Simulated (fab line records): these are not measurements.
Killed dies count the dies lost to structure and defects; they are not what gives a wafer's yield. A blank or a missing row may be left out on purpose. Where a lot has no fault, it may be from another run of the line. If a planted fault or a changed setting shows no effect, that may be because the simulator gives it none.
fab line records	flow rit-cmos
record lots=13	wafers=39	last-day=7
route steps=202 shown ACTIVE@12 GATE@92 REOX@100 M1@202
lots that met no fault: from a run of the same line without faults
start-h: start of the lot's first displayed wafer, in hours after the record's first day	wait-h: hours since the lot's step before	" unchanged from the row above	L1.1+2: a single row standing in for several wafers	- either no value or no given start	* or withheld: withheld	< > ~ a bound
route shown NAME@n: NAME is a module with steps in the file, n the number in the route of the first one	usual: the fault-free wafers' mean and standard deviation	same: alike in all rows	chamber/n: place in a boat	sites: per-site readings	_std_site: the values' standard deviation	_edge_site: outer sites' mean less inner sites'	radius-mm: how far each site lies from the wafer's centre	mask NAME#n: copy n	behind: the tool/chamber that last shaped the wafer	hold: the reason the lot was held/the length of the hold in hours/how it ended	device: transistor that didn't switch, given as n, p or np	end of line: tests run on the same wafers once the route is complete	where a step has no rows: the recipe by itself	killed: at the first sort, the dies lost to defects and structure; wafer yield is something else	map: a wafer's dies, marking killed ones x, the rest . and places with no die _
set.NAME: the setting the step ran with; set.NAME@STEP: the setting that earlier step ran with	model.NAME: the simulator's own value behind a step, which no gauge read
the route's steps for a sample of lots (tables are steps, rows are wafers)
services: when a tool's chamber went out of use (start-h, in hours from the record's first day, below 0 if earlier), for how many hours, and the reason
## steps
# step RIT_ACTIVE_CD_MEAS_11
# recipe target-cd-nm=1400
# usual cd-nm=1400.3/2.3
lot.wafer	tool	chamber	start-h	wait-h	cd-nm
L251.3	cd-sem-01	-	14.71	-	1402.3
L251.4	"	-	"	"	1399.9
L251.5	"	-	"	"	1399.1
L253.1	cd-sem-01	-	26.21	-	1400.7
L253.4	"	-	"	"	1401.6
L253.5	"	-	"	"	1401.1
L255.2	cd-sem-01	-	34.62	-	1401.2
L255.5	"	-	"	"	1401.4
L255.6	"	-	"	"	1399.5
L256.1	cd-sem-02	-	39.44	-	1401.5
L256.2	"	-	"	"	1398.4
L256.4	"	-	"	"	1399.4
L257.2	cd-sem-02	-	44.58	-	1401.6
L257.3	"	-	"	"	1402.9
L257.6	"	-	"	"	1401.0
L260.1	cd-sem-02	-	59.44	-	1398.3
L260.5	"	-	"	"	1401.9
L260.6	"	-	"	"	1402.8
L263.1	cd-sem-02	-	74.56	-	1401.2
L263.4	"	-	"	"	1400.2
L263.5	"	-	"	"	1401.2
L264.2	cd-sem-01	-	79.58	-	1403.0
L264.3	"	-	"	"	1400.9
L264.4	"	-	"	"	1403.2
L268.2	cd-sem-02	-	99.46	-	1400.8
L268.3	"	-	"	"	1400.6
L268.5	"	-	"	"	1400.2
L270.1	cd-sem-01	-	109.56	-	1404.0
L270.4	"	-	"	"	1402.8
L270.6	"	-	"	"	1403.3
L271.2	cd-sem-01	-	114.46	-	1402.9
L271.3	"	-	"	"	1402.2
L271.6	"	-	"	"	1404.6
L273.1	cd-sem-02	-	124.53	-	1401.6
L273.2	"	-	"	"	1401.4
L273.6	"	-	"	"	1402.3
L274.4	cd-sem-01	-	129.50	-	1398.3
L274.5	"	-	"	"	1396.4
L274.6	"	-	"	"	1400.8
# step RIT_GATE_CD_MEAS_16
# recipe target-cd-nm=150
# usual cd-nm=149.9/2.6
lot.wafer	tool	chamber	start-h	wait-h	cd-nm
L251.3	cd-sem-02	-	36.47	-	146.1
L251.4	"	-	"	"	147.8
L251.5	"	-	"	"	147.6
L253.1	cd-sem-02	-	47.95	-	151.8
L253.4	"	-	"	"	149.0
L253.5	"	-	"	"	149.7
L255.2	cd-sem-02	-	57.46	-	149.3
L255.5	"	-	"	"	149.9
L255.6	"	-	"	"	151.4
L256.1	cd-sem-02	-	61.52	-	152.7
L256.2	"	-	"	"	152.6
L256.4	"	-	"	"	151.7
L257.2	cd-sem-01	-	66.29	-	146.0
L257.3	"	-	"	"	145.5
L257.6	"	-	"	"	148.6
L260.1	cd-sem-02	-	85.23	-	153.3
L260.5	"	-	"	"	151.7
L260.6	"	-	"	"	153.4
L263.1	cd-sem-02	-	100.14	-	150.8
L263.4	"	-	"	"	150.7
L263.5	"	-	"	"	149.2
L264.2	cd-sem-01	-	106.69	-	148.9
L264.3	"	-	"	"	148.1
L264.4	"	-	"	"	148.2
L268.2	cd-sem-01	-	121.53	-	151.2
L268.3	"	-	"	"	153.8
L268.5	"	-	"	"	154.3
L270.1	cd-sem-01	-	132.31	-	145.7
L270.4	"	-	"	"	145.2
L270.6	"	-	"	"	148.6
L271.2	cd-sem-02	-	136.11	-	147.1
L271.3	"	-	"	"	150.9
L271.6	"	-	"	"	148.5
L273.1	cd-sem-01	-	146.11	-	150.5
L273.2	"	-	"	"	149.1
L273.6	"	-	"	"	148.2
L274.4	cd-sem-01	-	152.24	-	150.4
L274.5	"	-	"	"	149.9
L274.6	"	-	"	"	151.1
# step RIT_GATE_STRIP_20
# recipe chemistry=O2	time-s=180	resist=NOVOLAK	platen-temp-c=withheld	power-w=500	pressure-mtorr=4000	o2-flow-sccm=4000
# usual drypump-motor-current-A=5.4/0.44
lot.wafer	tool	chamber	start-h	wait-h	drypump-motor-current-A	rf-hours-counter-h
L251.3	plasma-asher-01	0	36.90	0.1	5.3	-
L251.4	"	1	"	"	5.5	-
L251.5	"	0	"	"	5.3	-
L253.1	plasma-asher-03	1	48.36	0.1	5.9	39
L253.4	"	1	"	"	5.9	-
L253.5	"	0	"	"	4.8	-
L255.2	plasma-asher-03	1	57.86	0.1	5.8	40
L255.5	"	0	"	"	4.7	-
L255.6	"	1	"	"	5.9	-
L256.1	plasma-asher-03	1	61.94	0.1	5.9	40
L256.2	"	0	"	"	4.7	40
L256.4	"	1	"	"	5.9	-
L257.2	plasma-asher-03	0	66.69	0.1	4.7	41
L257.3	"	0	"	"	4.7	-
L257.6	"	0	"	"	4.7	-
L260.1	plasma-asher-04	0	85.65	0.1	5.9	45
L260.5	"	0	"	"	6.0	-
L260.6	"	1	"	"	5.3	-
L263.1	plasma-asher-04	0	100.55	0.1	5.9	47
L263.4	"	1	"	"	5.4	-
L263.5	"	1	"	"	5.3	-
L264.2	plasma-asher-04	1	107.08	0.1	5.4	47
L264.3	"	1	"	"	5.3	-
L264.4	"	0	"	"	6.0	-
L268.2	plasma-asher-04	1	121.92	0.1	5.3	1
L268.3	"	0	"	"	6.0	-
L268.5	"	1	"	"	5.3	-
L270.1	plasma-asher-01	1	132.72	0.1	5.5	50
L270.4	"	1	"	"	5.5	-
L270.6	"	1	"	"	5.5	-
L271.2	plasma-asher-04	0	136.71	0.1	5.9	2
L271.3	"	1	"	"	5.3	-
L271.6	"	1	"	"	5.4	-
L273.1	plasma-asher-04	1	146.53	0.1	5.3	3
L273.2	"	0	"	"	5.9	3
L273.6	"	1	"	"	5.4	-
L274.4	plasma-asher-01	1	152.65	0.1	5.6	-
L274.5	"	1	"	"	5.5	-
L274.6	"	0	"	"	5.3	-
# step RIT_REOX_CLEAN_02
# recipe chemistry=SC2	mix=3:3:50	time-s=600	temp-c=75	dry=n2-spin
# usual run-length-s=628/3.7
lot.wafer	tool	chamber	start-h	wait-h	run-length-s
L251.3	wet-bench-03	3	37.33	0.0	624
L251.4	"	3	"	"	624
L251.5	"	3	"	"	624
L253.1	wet-bench-03	1	48.85	0.0	625
L253.4	"	1	"	"	625
L253.5	"	1	"	"	625
L255.2	wet-bench-03	0	58.35	0.0	631
L255.5	"	0	"	"	631
L255.6	"	0	"	"	631
L256.1	wet-bench-04	3	62.44	0.0	634
L256.2	"	3	"	"	634
L256.4	"	3	"	"	634
L257.2	wet-bench-04	2	67.18	0.0	633
L257.3	"	2	"	"	633
L257.6	"	2	"	"	633
L260.1	wet-bench-04	1	86.15	0.0	632
L260.5	"	1	"	"	632
L260.6	"	1	"	"	632
L263.1	wet-bench-03	1	101.04	0.0	594
L263.4	"	1	"	"	594
L263.5	"	1	"	"	594
L264.2	wet-bench-04	3	107.57	0.0	627
L264.3	"	3	"	"	627
L264.4	"	3	"	"	627
L268.2	wet-bench-02	1	122.41	0.0	633
L268.3	"	1	"	"	633
L268.5	"	1	"	"	633
L270.1	wet-bench-03	2	133.38	0.0	633
L270.4	"	2	"	"	633
L270.6	"	2	"	"	633
L271.2	wet-bench-02	2	137.19	0.0	625
L271.3	"	2	"	"	625
L271.6	"	2	"	"	625
L273.1	wet-bench-02	1	147.03	0.0	625
L273.2	"	1	"	"	625
L273.6	"	1	"	"	625
L274.4	wet-bench-04	2	153.10	0.0	632
L274.5	"	2	"	"	632
L274.6	"	2	"	"	632
# step RIT_M1_PROBE_99
# usual killed_at_M0_to_M3=0.0/0.22	killed-at-contacts=0.0/0.18	killed-at-front-end=7/3.1	killed-dies=7/3.1	killed-on-rim=1.6/1.3	killed-open=3.2/2.1	killed-short=3.4/2
# same gross-dies=264	killed_at_M4_up=0	killed-at-back-side=0	killed-at-other=0
lot.wafer	tool	chamber	start-h	wait-h	killed_at_M0_to_M3	killed-at-contacts	killed-at-front-end	killed-dies	killed-on-rim	killed-open	killed-short
L251.3	prober-02	-	57.06	0.2	0	0	10	10	3	5	5
L251.4	prober-02	-	57.11	0.2	1	0	12	13	4	6	7
L251.5	prober-02	-	57.16	0.2	0	0	6	6	1	4	2
L253.1	prober-02	-	68.26	0.1	0	0	7	7	4	4	3
L253.4	prober-02	-	68.41	0.2	0	0	13	13	3	5	8
L253.5	prober-02	-	68.46	0.2	0	0	6	6	1	2	4
L255.2	prober-02	-	78.14	0.1	0	0	9	9	2	1	8
L255.5	prober-02	-	78.29	0.2	0	0	7	7	2	5	2
L255.6	prober-02	-	78.34	0.2	0	0	6	6	1	3	3
L256.1	prober-01	-	84.57	0.1	0	0	7	7	1	3	4
L256.2	prober-01	-	84.62	0.1	0	0	7	7	3	1	6
L256.4	prober-01	-	84.72	0.2	0	0	6	6	4	1	5
L257.2	prober-02	-	86.90	0.1	0	0	8	8	1	4	4
L257.3	prober-02	-	86.95	0.2	0	0	4	4	1	1	3
L257.6	prober-02	-	87.10	0.2	0	0	2	2	0	1	1
L260.1	prober-01	-	107.65	0.1	1	0	2	3	0	0	3
L260.5	prober-01	-	107.85	0.2	0	0	4	4	1	2	2
L260.6	prober-01	-	107.90	0.2	0	0	4	4	3	2	2
L263.1	prober-02	-	120.72	0.1	0	0	4	4	1	1	3
L263.4	prober-02	-	120.87	0.2	0	1	9	10	1	5	5
L263.5	prober-02	-	120.92	0.2	0	0	5	5	2	3	2
L264.2	prober-02	-	130.78	0.1	0	0	10	10	3	6	4
L264.3	prober-02	-	130.83	0.2	0	0	3	3	0	2	1
L264.4	prober-02	-	130.88	0.2	0	0	9	9	2	3	6
L268.2	prober-02	-	142.02	0.1	0	0	11	11	3	3	8
L268.3	prober-02	-	142.07	0.2	0	0	3	3	2	1	2
L268.5	prober-02	-	142.17	0.2	0	0	1	1	0	1	0
L270.1	prober-02	-	153.47	0.1	0	0	5	5	2	2	3
L270.4	prober-02	-	153.62	0.2	0	0	4	4	2	2	2
L270.6	prober-02	-	153.72	0.2	0	0	12	12	2	9	3
L271.2	prober-01	-	156.47	0.1	0	0	4	4	2	2	2
L271.3	prober-01	-	156.52	0.2	0	0	6	6	2	3	3
L271.6	prober-01	-	156.67	0.2	0	0	0	0	0	0	0
L273.1	prober-01	-	167.16	0.1	0	0	5	5	1	3	2
L273.2	prober-01	-	167.21	0.1	0	0	5	5	0	3	2
L273.6	prober-01	-	167.41	0.2	0	0	8	8	3	5	3
L274.4	prober-02	-	173.17	0.2	0	0	4	4	1	1	3
L274.5	prober-02	-	173.22	0.2	0	0	6	6	2	1	5
L274.6	prober-02	-	173.27	0.2	0	1	4	5	2	0	5
# killed by level:class
L251.3 FOX1:geometric-particle:open=2 REOX:geometric-particle:short=2 SILICIDE:geometric-particle:open=2 FOX1:geometric-particle:short=1 GATE:geometric-particle:short=1 SILICIDE:geometric-particle:short=1 REOX:geometric-particle:open=1
L251.4 REOX:geometric-particle:short=4 REOX:geometric-particle:open=3 GATE:geometric-particle:open=2 SILICIDE:geometric-particle:short=2 SPACER:geometric-particle:open=1 M1:geometric-particle:short=1
L251.5 GATE:geometric-particle:open=3 FOX2:geometric-particle:short=1 GATE:geometric-particle:short=1 REOX:geometric-particle:open=1
L253.1 GATE:geometric-particle:short=3 GATE:geometric-particle:open=2 REOX:geometric-particle:open=1 SILICIDE:geometric-particle:open=1
L253.4 GATE:geometric-particle:short=4 GATE:geometric-particle:open=3 REOX:geometric-particle:open=2 FOX1:geometric-particle:short=1 FOX2:geometric-particle:short=1 REOX:geometric-particle:short=1 SPACER:geometric-particle:short=1
L253.5 REOX:geometric-particle:open=2 FOX1:geometric-particle:short=1 FOX2:geometric-particle:short=1 GATE:geometric-particle:short=1 REOX:geometric-particle:short=1
L255.2 GATE:geometric-particle:short=4 FOX1:geometric-particle:short=2 FOX1:geometric-particle:open=1 FOX2:geometric-particle:short=1 SPACER:geometric-particle:short=1
L255.5 SILICIDE:geometric-particle:open=2 FOX1:geometric-particle:open=1 GATE:geometric-particle:short=1 GATE:geometric-particle:open=1 REOX:geometric-particle:open=1 SPACER:geometric-particle:short=1
L255.6 FOX1:geometric-particle:short=2 GATE:geometric-particle:open=2 FOX1:geometric-particle:open=1 GATE:geometric-particle:short=1
L256.1 REOX:geometric-particle:short=3 FOX2:geometric-particle:open=1 GATE:geometric-particle:open=1 GATE:geometric-particle:short=1 REOX:geometric-particle:open=1
L256.2 SPACER:geometric-particle:short=3 FOX1:geometric-particle:short=1 FOX1:geometric-particle:open=1 FOX2:geometric-particle:short=1 SILICIDE:geometric-particle:short=1
L256.4 FOX2:geometric-particle:short=2 GATE:geometric-particle:short=2 FOX2:geometric-particle:open=1 SILICIDE:geometric-particle:short=1
L257.2 FOX1:geometric-particle:short=1 FOX2:geometric-particle:open=1 FOX2:geometric-particle:short=1 GATE:geometric-particle:short=1 GATE:geometric-particle:open=1 SPACER:geometric-particle:open=1 SILICIDE:geometric-particle:short=1 SILICIDE:geometric-particle:open=1
L257.3 SPACER:geometric-particle:short=2 REOX:geometric-particle:short=1 SPACER:geometric-particle:open=1
L257.6 FOX1:geometric-particle:open=1 SPACER:geometric-particle:short=1
L260.1 FOX1:geometric-particle:short=1 FOX2:geometric-particle:short=1 M1:geometric-particle:short=1
L260.5 FOX1:geometric-particle:open=1 REOX:geometric-particle:open=1 FOX2:geometric-particle:short=1 REOX:geometric-particle:short=1
L260.6 GATE:geometric-particle:short=1 GATE:geometric-particle:open=1 REOX:geometric-particle:short=1 SILICIDE:geometric-particle:open=1
L263.1 GATE:geometric-particle:short=1 REOX:geometric-particle:short=1 SPACER:geometric-particle:short=1 SPACER:geometric-particle:open=1
L263.4 SPACER:geometric-particle:open=3 SPACER:geometric-particle:short=3 GATE:geometric-particle:open=1 SILICIDE:geometric-particle:short=1 SILICIDE:geometric-particle:open=1 CONTACT:geometric-particle:short=1
L263.5 FOX1:geometric-particle:open=2 REOX:geometric-particle:short=1 SPACER:geometric-particle:short=1 SILICIDE:geometric-particle:open=1
L264.2 FOX1:geometric-particle:short=3 FOX1:geometric-particle:open=2 FOX2:geometric-particle:open=2 GATE:geometric-particle:open=1 REOX:geometric-particle:open=1 SPACER:geometric-particle:short=1
L264.3 GATE:geometric-particle:open=1 GATE:geometric-particle:short=1 SILICIDE:geometric-particle:open=1
L264.4 GATE:geometric-particle:short=3 FOX1:geometric-particle:short=2 GATE:geometric-particle:open=2 FOX1:geometric-particle:open=1 SPACER:geometric-particle:short=1
L268.2 GATE:geometric-particle:short=3 SPACER:geometric-particle:short=3 FOX1:geometric-particle:short=2 GATE:geometric-particle:open=2 SPACER:geometric-particle:open=1
L268.3 FOX1:geometric-particle:open=1 GATE:geometric-particle:short=1 REOX:geometric-particle:short=1
L268.5 GATE:geometric-particle:open=1
L270.1 SPACER:geometric-particle:short=2 GATE:geometric-particle:open=1 GATE:geometric-particle:short=1 SPACER:geometric-particle:open=1
L270.4 SILICIDE:geometric-particle:open=2 FOX2:geometric-particle:short=1 GATE:geometric-particle:short=1
L270.6 SPACER:geometric-particle:open=4 GATE:geometric-particle:open=3 FOX1:geometric-particle:short=1 FOX1:geometric-particle:open=1 FOX2:geometric-particle:open=1 GATE:geometric-particle:short=1 SPACER:geometric-particle:short=1
L271.2 GATE:geometric-particle:open=2 FOX1:geometric-particle:short=1 GATE:geometric-particle:short=1
L271.3 GATE:geometric-particle:open=2 SPACER:geometric-particle:short=2 GATE:geometric-particle:short=1 SPACER:geometric-particle:open=1
L271.6
L273.1 GATE:geometric-particle:short=2 SPACER:geometric-particle:open=2 REOX:geometric-particle:open=1
L273.2 SILICIDE:geometric-particle:open=2 FOX1:geometric-particle:short=1 FOX2:geometric-particle:short=1 GATE:geometric-particle:open=1
L273.6 GATE:geometric-particle:open=2 SILICIDE:geometric-particle:open=2 FOX1:geometric-particle:short=1 GATE:geometric-particle:short=1 REOX:geometric-particle:open=1 SILICIDE:geometric-particle:short=1
L274.4 SILICIDE:geometric-particle:short=2 REOX:geometric-particle:open=1 SPACER:geometric-particle:short=1
L274.5 GATE:geometric-particle:short=3 GATE:geometric-particle:open=1 REOX:geometric-particle:short=1 SPACER:geometric-particle:short=1
L274.6 FOX2:geometric-particle:short=1 GATE:geometric-particle:short=1 REOX:geometric-particle:short=1 SPACER:geometric-particle:short=1 CONTACT:geometric-particle:short=1
## services
tool	chamber	start-h	hours	kind
wet-bench-04	-	31.99	6.5	repair
plasma-asher-04	-	108.75	9.0	pm
plasma-asher-04	0	108.75	9.0	vent-cycle
plasma-asher-04	1	108.75	9.0	vent-cycle
plasma-asher-04	0	117.75	-	clean
plasma-asher-04	1	117.75	-	clean
## key
first-sign step=RIT_REOX_CLEAN_02	reading=run-length-s	direction=down	sigmas=8.9	usual=*	struck=*
effect none on later readings
met-at RIT_REOX_CLEAN_02
struck-lots L263
struck-wafers L263.1,L263.4,L263.5
tester-left-out L263
loop-trim step=RIT_M1_EXPOSE_06	setting=dose	lots=L263
not-acting-at RIT_ACTIVE_CD_MEAS_11,RIT_GATE_CD_MEAS_16,RIT_GATE_STRIP_20
onset-between 48.85 101.04
fault kind=process-parameter-drift	tool=wet-bench-03	chamber=1	onset-h=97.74	steps=RIT_REOX_CLEAN_02	channel=time-s	offset=*	shape=step	end-h=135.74	acts-in=*	stated=*
# tester-left-out: of these lots the tester's yield and bins aren't shown, on N5 and GAA mostly nor the transistor test; their killed dies are dies lost to structure and defects alone, not to doping, threshold or leakage, so they don't give the yield
# loop-trim: a control loop set the setting to another value than it would have without faults
